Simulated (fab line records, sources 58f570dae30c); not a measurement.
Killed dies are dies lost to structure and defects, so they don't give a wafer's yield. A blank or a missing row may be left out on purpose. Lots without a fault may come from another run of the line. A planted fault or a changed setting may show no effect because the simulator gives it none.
fab line records | flow berkeley_cmos170
record lots=7 wafers=21 last_day=13
route steps=331 shown PLDD@156 NLDD@158 SPACER@171 PSD@175
lots that met no fault: from a run of the same line without faults
start_h: hours from the record's first day to the start of the lot's first wafer shown | wait_h: hours since the lot's step before | " the same as in the row above | L1.1+2: a row that stands for several wafers | - no value, or no start given | * or withheld: withheld | < > ~ a bound
route shown NAME@n: a module of which the file shows steps, and the number in the route of the first | usual: mean/standard deviation of fault-free wafers | same: alike in all rows | chamber/n: place in a boat | sites: the reading at each site | _std_site: their standard deviation | _edge_site: outer sites' mean less inner sites' | radius_mm: how far each site lies from the wafer's centre | mask NAME#n: copy n | behind: the tool/chamber that last shaped the wafer | hold: why the lot was held/for how many hours/how that ended | device: the transistor (n, p or np) that didn't switch | end of line: the same wafers' tests at the end of the route | a step without rows: its recipe alone | killed: dies lost to structure and defects at the first sort, not the wafer's yield | map: a wafer's dies, x killed, . not, _ none there
set.NAME: the setting as run; set.NAME@STEP: as run at that earlier step | model.NAME: the simulator's own value behind a step, which no gauge read
lots at some steps of the route; a table a step, a row a wafer
services: from which hour (start_h, from the record's first day; less than 0 if before it) a tool's chamber was out of use, for how many hours, and why
## steps
# step UCB170_PLDD_TW_MEAS_11
# usual PLDD_TW=1006/10
# columns lot.wafer tool chamber start_h wait_h PLDD_TW
L697.1 film_metro-01 - 172.38 0.1 1008
L697.4 " - " " 1005
L697.6 " - " " 1010
L704.2 film_metro-01 - 198.25 0.1 1000
L704.4 " - " " 1002
L704.6 " - " " 995
L702.1 film_metro-02 - 198.31 0.1 1017
L702.2 " - " " 1019
L702.3 " - " " 1020
L706.1 film_metro-02 - 209.65 0.1 1022
L706.4 " - " " 1019
L706.5 " - " " 1019
L713.1 film_metro-02 - 227.32 0.1 1016
L713.3 " - " " 1018
L713.6 " - " " 1021
L715.2 film_metro-03 - 257.54 0.1 995
L715.3 " - " " 992
L715.6 " - " " 992
L716.4 film_metro-03 - 258.84 0.1 999
L716.5 " - " " 993
L716.6 " - " " 1000
# step UCB170_PLDD_CLEAN_12
# recipe chemistry=SPM temp_c=120 time_s=600
# step UCB170_NLDD_HMDS_00
# recipe prime_time_s=60 prime_temp_c=100
# step UCB170_NLDD_COAT_01
# recipe resist=KrF spin_rpm=1500 resist_thk_nm=900
# step UCB170_NLDD_SOFTBAKE_02
# recipe resist=KrF temp_c=130 time_s=60
# step UCB170_NLDD_EXPOSE_03
# recipe mask_id=NSELECT na=0.5 sigma_outer=0.6 source_shape=conventional target_cd_nm=1200 dose_mj=30
# step UCB170_NLDD_PEB_04
# recipe peb_temp_c=130 peb_time_s=withheld resist=KrF
# step UCB170_NLDD_DEVELOP_05
# recipe developer=TMAH develop_time_s=45 resist=KrF dev_temp_c=21
# step UCB170_NLDD_CD_MEAS_06
# recipe target_cd_nm=1200
# usual cd_nm=1199.7/1.8
# columns lot.wafer tool chamber start_h wait_h cd_nm
L697.1 cd_sem-01 - 175.27 - 1198.0
L697.4 " - " " 1197.9
L697.6 " - " " 1197.4
L704.2 cd_sem-01 - 200.31 - 1200.4
L704.4 " - " " 1198.6
L704.6 " - " " 1198.3
L702.1 cd_sem-02 - 200.84 - 1200.5
L702.2 " - " " 1201.7
L702.3 " - " " 1199.1
L706.1 cd_sem-02 - 212.55 - 1201.2
L706.4 " - " " 1199.7
L706.5 " - " " 1199.7
L713.1 cd_sem-01 - 232.56 - 1202.5
L713.3 " - " " 1200.8
L713.6 " - " " 1200.7
L715.2 cd_sem-02 - 260.45 - 1199.1
L715.3 " - " " 1198.9
L715.6 " - " " 1197.3
L716.4 cd_sem-01 - 261.31 - 1199.9
L716.5 " - " " 1198.6
L716.6 " - " " 1199.1
# step UCB170_NLDD_OVL_MEAS_07
# usual NLDD_OVL=1/5.3
# columns lot.wafer tool chamber start_h wait_h NLDD_OVL[nm]
L697.1 overlay-01 - 175.39 0.1 3
L697.4 " - " " 5
L697.6 " - " " 1
L704.2 overlay-01 - 200.41 0.1 10
L704.4 " - " " 0
L704.6 " - " " 2
L702.1 overlay-02 - 200.96 0.1 0
L702.2 " - " " 5
L702.3 " - " " -5
L706.1 overlay-01 - 212.67 0.1 2
L706.4 " - " " -4
L706.5 " - " " -4
L713.1 overlay-02 - 232.68 0.1 -8
L713.3 " - " " -3
L713.6 " - " " -4
L715.2 overlay-01 - 260.55 0.1 5
L715.3 " - " " -2
L715.6 " - " " 9
L716.4 overlay-02 - 261.39 0.1 4
L716.5 " - " " 2
L716.6 " - " " 5
# step UCB170_NLDD_IMPLANT_08
# recipe species=As dose_cm2=5e+13 energy_kev=30 tilt_deg=7 rotation_deg=0
# step UCB170_NLDD_IMPLANT_09
# recipe species=As dose_cm2=5e+13 energy_kev=30 tilt_deg=7 rotation_deg=180
# step UCB170_NLDD_STRIP_10
# recipe chemistry=O2 power_w=400 pressure_mtorr=3500 platen_temp_c=withheld o2_flow_sccm=400 overash_fraction=0.5
# usual chamber_pressure_mTorr=3500/3.2 drypump_motor_current_A=6.0/0.53 oes_product_au=0.734/0.0044 strip_time_to_endpoint_s=21.62/0.066
# columns lot.wafer tool chamber start_h wait_h chamber_pressure_mTorr drypump_motor_current_A oes_product_au rf_hours_counter_h strip_time_to_endpoint_s model.KrF_of_NLDD_COAT_01.thk_nm
L697.1 plasma_asher-03 1 175.73 0.1 3498 5.4 0.731 44 21.62 0
L697.4 " 0 " " 3500 6.7 0.737 - 21.69 0
L697.6 " 1 " " 3501 5.4 0.740 - 21.72 0
L704.2 plasma_asher-01 0 200.74 0.1 - - - - - 887.9
L704.4 " 1 " " - - - - - 885.1
L704.6 " 0 " " - - - - - 887.6
L702.1 plasma_asher-01 0 201.29 0.1 - - - - - 887.2
L702.2 " 1 " " - - - - - 886.7
L702.3 " 1 " " - - - - - 886
L706.1 plasma_asher-03 1 213.01 0.1 - - - - - 885.1
L706.4 " 0 " " - - - - - 887.5
L706.5 " 1 " " - - - - - 889.9
L713.1 plasma_asher-03 0 233.02 0.1 3496 6.7 0.733 51 21.64 0
L713.3 " 1 " " 3504 5.4 0.735 - 21.68 0
L713.6 " 1 " " 3499 5.4 0.730 - 21.66 0
L715.2 plasma_asher-02 1 260.88 0.1 3505 5.7 0.735 49 21.65 0
L715.3 " 1 " " 3494 5.7 0.731 - 21.67 0
L715.6 " 0 " " 3504 4.9 0.725 - 21.68 0
L716.4 plasma_asher-03 1 261.74 0.1 3501 5.4 0.730 - 21.68 0
L716.5 " 0 " " 3502 6.7 0.730 - 21.66 0
L716.6 " 1 " " 3497 5.5 0.735 - 21.63 0
# step UCB170_NLDD_TW_MEAS_11
# usual NLDD_TW=2207/21
# columns lot.wafer tool chamber start_h wait_h NLDD_TW
L697.1 film_metro-03 - 175.83 0.1 2178
L697.4 " - " " 2176
L697.6 " - " " 2184
L704.2 film_metro-03 - 200.85 0.1 2179
L704.4 " - " " 2186
L704.6 " - " " 2190
L702.1 film_metro-02 - 201.39 0.1 2241
L702.2 " - " " 2240
L702.3 " - " " 2231
L706.1 film_metro-02 - 213.11 0.1 2244
L706.4 " - " " 2247
L706.5 " - " " 2232
L713.1 film_metro-02 - 233.12 0.1 2239
L713.3 " - " " 2240
L713.6 " - " " 2232
L715.2 film_metro-02 - 260.99 0.1 2246
L715.3 " - " " 2238
L715.6 " - " " 2230
L716.4 film_metro-01 - 261.84 0.1 2202
L716.5 " - " " 2203
L716.6 " - " " 2226
# step UCB170_NLDD_CLEAN_12
# recipe chemistry=SPM temp_c=120 time_s=600
# step UCB170_SPACER_CVD_00
# recipe material=SiO2 target_thk_nm=376 temp_c=390 precursor=TEOS/O2 time_s=47 rf_w=550 pressure_mtorr=9000
# usual heater_power_w=245/52 susceptor_temp_C=390.01/0.22
# columns lot.wafer tool chamber start_h wait_h heater_power_w susceptor_temp_C
L697.1 pecvd-02 0 176.24 0.0 250 389.84
L697.4 " 0 " " 269 389.86
L697.6 " 1 " " 230 390.05
L704.2 pecvd-02 0 201.08 0.0 268 390.14
L704.4 " 2 " " 333 390.21
L704.6 " 0 " " 275 389.91
L702.1 pecvd-01 0 201.63 0.0 264 390.10
L702.2 " 1 " " 281 390.51
L702.3 " 1 " " 289 390.08
L706.1 pecvd-03 0 213.34 0.0 134 390.26
L706.4 " 2 " " 288 390.04
L706.5 " 1 " " 181 390.52
L713.1 pecvd-03 2 233.37 0.0 228 390.14
L713.3 " 1 " " 247 390.12
L713.6 " 0 " " 115 390.12
L715.2 pecvd-02 2 264.10 0.0 265 390.08
L715.3 " 0 " " 216 389.82
L715.6 " 2 " " 281 390.43
L716.4 pecvd-02 0 264.16 0.1 242 389.91
L716.5 " 2 " " 336 390.10
L716.6 " 1 " " 191 389.88
# step UCB170_SPACER_THK_MEAS_01
# recipe reads=SiO2_of_SPACER_CVD_00
# usual SPACER_TEOS_THK=376/4.7
# columns lot.wafer tool chamber start_h wait_h SPACER_TEOS_THK[nm]
L697.1 film_metro-01 - 176.28 0.0 372
L697.4 " - " " 375
L697.6 " - " " 377
L704.2 film_metro-04 - 201.13 0.0 373
L704.4 " - " " 379
L704.6 " - " " 379
L702.1 film_metro-01 - 201.69 0.0 373
L702.2 " - " " 373
L702.3 " - " " 380
L706.1 film_metro-03 - 213.44 0.1 368
L706.4 " - " " 375
L706.5 " - " " 376
L713.1 film_metro-01 - 233.41 0.0 370
L713.3 " - " " 368
L713.6 " - " " 371
L715.2 film_metro-03 - 264.15 0.0 376
L715.3 " - " " 378
L715.6 " - " " 377
L716.4 film_metro-03 - 264.23 0.0 383
L716.5 " - " " 378
L716.6 " - " " 373
# step UCB170_SPACER_ANNEAL_02
# recipe temp_c=900 time_s=1800 ambient=N2
# step UCB170_SPACER_ETCHBACK_03
# recipe stop_on=Si target=SiO2 chemistry=CHF3/CF4/Ar CHF3_flow_sccm=50 cf4_flow_sccm=10 Ar_flow_sccm=120 pressure_mtorr=200 rf_w=500 target_depth_a=3760 time_s=100
# usual cf4_flow_sccm=10.00/0.033 drypump_motor_current_A=5.4/0.42 oes_product_au=0.902/0.014 throttle_valve_pct=6.50/0.11
# columns lot.wafer tool chamber start_h wait_h cf4_flow_sccm drypump_motor_current_A oes_product_au rf_hours_counter_h throttle_valve_pct
L697.1 rie_diel-03 2 182.85 0.0 10.03 6.1 0.890 45 6.66
L697.4 " 1 " " 10.05 5.0 0.901 70 6.59
L697.6 " 0 " " 9.99 5.0 0.909 - 6.66
L702.1 rie_diel-04 3 204.84 0.0 10.00 5.8 0.922 23 6.30
L702.2 " 1 " " 10.06 5.9 0.891 85 6.45
L702.3 " 2 " " 10.02 5.4 0.911 103 6.48
L704.2 rie_diel-03 2 204.84 0.0 10.02 6.1 0.893 46 6.66
L704.4 " 0 " " 9.97 5.0 0.913 120 6.69
L704.6 " 2 " " 9.97 6.1 0.901 - 6.68
L706.1 rie_diel-03 3 218.18 0.0 10.02 5.4 0.880 50 6.49
L706.4 " 0 " " 9.94 4.9 0.908 120 6.67
L706.5 " 3 " " 10.06 5.4 0.898 - 6.49
L713.1 rie_diel-01 1 238.22 0.0 10.01 4.9 0.877 7 6.42
L713.3 " 3 " " 9.95 6.1 0.897 18 6.49
L713.6 " 0 " " 10.01 5.2 0.903 - 6.35
L715.2 rie_diel-04 3 271.67 0.0 9.97 5.7 0.930 26 6.31
L715.3 " 0 " " 9.95 5.4 0.907 61 6.53
L715.6 " 0 " " 10.03 5.4 0.915 - 6.55
L716.4 rie_diel-03 0 271.71 0.0 10.02 5.0 0.920 - 6.69
L716.5 " 2 " " 10.02 6.1 0.896 - 6.67
L716.6 " 1 " " 9.98 5.0 0.888 - 6.57
# step UCB170_PSD_HMDS_00
# recipe prime_time_s=60 prime_temp_c=100
# step UCB170_PSD_COAT_01
# recipe resist=KrF spin_rpm=1500 resist_thk_nm=900
# step UCB170_PSD_SOFTBAKE_02
# recipe resist=KrF temp_c=130 time_s=60
# step UCB170_PSD_EXPOSE_03
# recipe mask_id=PSELECT_MOD na=0.5 sigma_outer=0.6 source_shape=conventional target_cd_nm=1200 dose_mj=30
# step UCB170_PSD_PEB_04
# recipe peb_temp_c=130 peb_time_s=withheld resist=KrF
# step UCB170_PSD_DEVELOP_05
# recipe developer=TMAH develop_time_s=45 resist=KrF dev_temp_c=21
# step UCB170_PSD_CD_MEAS_06
# recipe target_cd_nm=1200
# usual cd_nm=1200.2/1.2
# columns lot.wafer tool chamber start_h wait_h cd_nm
L697.1 cd_sem-01 - 183.77 - 1199.7
L697.4 " - " " 1199.8
L697.6 " - " " 1199.0
L704.2 cd_sem-01 - 207.50 - 1199.1
L704.4 " - " " 1198.6
L704.6 " - " " 1196.8
L702.1 cd_sem-02 - 208.11 - 1199.4
L702.2 " - " " 1198.6
L702.3 " - " " 1201.0
L706.1 cd_sem-02 - 219.49 - 1200.6
L706.4 " - " " 1199.9
L706.5 " - " " 1201.5
L713.1 cd_sem-02 - 241.02 - 1201.1
L713.3 " - " " 1200.0
L713.6 " - " " 1199.2
L715.2 cd_sem-02 - 273.08 - 1202.0
L715.3 " - " " 1202.1
L715.6 " - " " 1200.1
L716.4 cd_sem-02 - 273.24 - 1199.5
L716.5 " - " " 1199.2
L716.6 " - " " 1200.7
# step UCB170_PSD_OVL_MEAS_07
# usual PSD_OVL=-1/5.9
# columns lot.wafer tool chamber start_h wait_h PSD_OVL[nm]
L697.1 overlay-02 - 183.89 0.1 -1
L697.4 " - " " 8
L697.6 " - " " 5
L704.2 overlay-01 - 207.60 0.1 -7
L704.4 " - " " -3
L704.6 " - " " 1
L702.1 overlay-01 - 208.23 0.1 -1
L702.2 " - " " -4
L702.3 " - " " -5
L706.1 overlay-01 - 219.61 0.1 -9
L706.4 " - " " 1
L706.5 " - " " 2
L713.1 overlay-02 - 241.14 0.1 -22
L713.3 " - " " -19
L713.6 " - " " -15
L715.2 overlay-02 - 273.18 0.1 4
L715.3 " - " " 4
L715.6 " - " " 1
L716.4 overlay-01 - 273.32 0.1 -5
L716.5 " - " " -2
L716.6 " - " " -2
# step UCB170_PSD_IMPLANT_08
# recipe species=B dose_cm2=3e+15 energy_kev=20 tilt_deg=7
# step UCB170_PSD_STRIP_09
# recipe chemistry=O2 power_w=400 pressure_mtorr=3500 platen_temp_c=withheld o2_flow_sccm=400 overash_fraction=0.5
# usual chamber_pressure_mTorr=3500/3 drypump_motor_current_A=5.5/0.49 oes_product_au=0.600/0.0046 strip_time_to_endpoint_s=29.38/0.089
# columns lot.wafer tool chamber start_h wait_h chamber_pressure_mTorr drypump_motor_current_A oes_product_au rf_hours_counter_h strip_time_to_endpoint_s
L697.1 plasma_asher-02 1 184.07 0.1 3498 5.6 0.604 41 29.25
L697.4 " 1 " " 3498 5.6 0.595 - 29.27
L697.6 " 1 " " 3505 5.6 0.600 - 29.32
L704.2 plasma_asher-02 0 207.78 0.1 3499 4.9 0.663 44 55.76
L704.4 " 1 " " 3503 5.7 0.658 - 55.69
L704.6 " 0 " " 3499 4.9 0.666 - 55.79
L702.1 plasma_asher-04 1 208.42 0.1 3498 5.8 0.661 9 55.71
L702.2 " 0 " " 3497 5.2 0.655 9 55.68
L702.3 " 0 " " 3500 5.2 0.672 - 55.64
L706.1 plasma_asher-03 1 219.79 0.1 3500 5.4 0.661 49 55.70
L706.4 " 1 " " 3495 5.4 0.670 - 55.73
L706.5 " 1 " " 3499 5.4 0.664 - 55.84
L713.1 plasma_asher-04 1 241.33 0.1 3502 5.8 0.601 14 29.42
L713.3 " 0 " " 3500 5.2 0.597 - 29.35
L713.6 " 1 " " 3498 5.8 0.590 - 29.41
L715.2 plasma_asher-03 1 273.36 0.1 3501 5.4 0.601 57 29.42
L715.3 " 0 " " 3496 6.6 0.603 - 29.38
L715.6 " 1 " " 3499 5.4 0.596 - 29.35
L716.4 plasma_asher-02 0 273.52 0.1 3500 4.9 0.598 - 29.23
L716.5 " 0 " " 3505 4.9 0.602 - 29.32
L716.6 " 1 " " 3502 5.6 0.603 - 29.25
# step UCB170_PSD_TW_MEAS_10
# usual PSD_TW=2323/26
# columns lot.wafer tool chamber start_h wait_h PSD_TW
L697.1 film_metro-01 - 184.17 0.1 2312
L697.4 " - " " 2329
L697.6 " - " " 2321
L704.2 film_metro-02 - 207.89 0.1 30
L704.4 " - " " 30
L704.6 " - " " 30
L702.1 film_metro-01 - 208.52 0.1 30
L702.2 " - " " 30
L702.3 " - " " 30
L706.1 film_metro-02 - 219.89 0.1 30
L706.4 " - " " 30
L706.5 " - " " 30
L713.1 film_metro-02 - 241.43 0.1 2354
L713.3 " - " " 2340
L713.6 " - " " 2345
L715.2 film_metro-01 - 273.47 0.1 2310
L715.3 " - " " 2307
L715.6 " - " " 2297
L716.4 film_metro-02 - 273.61 0.1 2333
L716.5 " - " " 2342
L716.6 " - " " 2341
# step UCB170_PSD_CLEAN_11
# recipe chemistry=SPM temp_c=120 time_s=600
## services
# columns tool chamber start_h hours kind
rie_diel-01 0 153.16 8.4 repair
pecvd-01 1 160.93 4.9 repair
rie_diel-04 3 170.24 3.6 repair
plasma_asher-02 - 174.57 2.8 pm
plasma_asher-03 - 189.58 5.7 repair
rie_diel-01 1 193.32 5.1 repair
rie_diel-04 - 203.36 0.4 repair
plasma_asher-02 - 219.86 14.0 repair
rie_diel-04 3 224.26 4.9 repair
rie_diel-01 2 231.86 14.0 repair
pecvd-01 - 240.41 2.1 repair
pecvd-03 - 242.50 14.0 pm
pecvd-03 0 242.50 14.0 vent_cycle
pecvd-03 1 242.50 14.0 vent_cycle
pecvd-03 2 242.50 14.0 vent_cycle
plasma_asher-02 - 245.80 3.8 pm
pecvd-03 0 256.50 - clean
pecvd-03 1 256.50 - clean
pecvd-03 2 256.50 - clean
plasma_asher-01 - 257.01 23.7 repair
rie_diel-03 3 260.44 32.8 repair
plasma_asher-01 - 262.05 2.0 repair
rie_diel-01 0 262.18 4.6 repair
## key
first_sign step=UCB170_NLDD_STRIP_10 reading=tool_record direction=missing
effect step=UCB170_PSD_STRIP_09 reading=strip_time_to_endpoint_s direction=up sigmas=99+ usual=* struck=*
effect step=UCB170_PSD_TW_MEAS_10 reading=PSD_TW direction=down sigmas=88 usual=2323 struck=30
model_effect step=UCB170_NLDD_STRIP_10 value=KrF_of_NLDD_COAT_01.thk_nm without=0 struck=887
met_at UCB170_NLDD_STRIP_10
struck_wafers L702.1,L702.2,L702.3,L704.2,L704.4,L704.6,L706.1,L706.4,L706.5
sort_left_out L702.1,L702.2,L702.3,L704.2,L704.4,L704.6,L706.1,L706.4,L706.5
tester_left_out L702,L704,L706
onset_between 175.73 200.74
fault kind=skipped_step_whole tool=plasma_asher-01,plasma_asher-03 chamber=- onset_h=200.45 steps=UCB170_NLDD_STRIP_10 scope=struck_lots_only
# tester_left_out: of these lots the tester's yield and bins aren't shown, on N5 and GAA mostly nor the transistor test; their killed dies are dies lost to structure and defects alone, not to doping, threshold or leakage, so they don't give the yield
# sort_left_out: the simulated sort isn't trusted on such a fault, so these wafers' sort isn't shown, and their yield isn't known
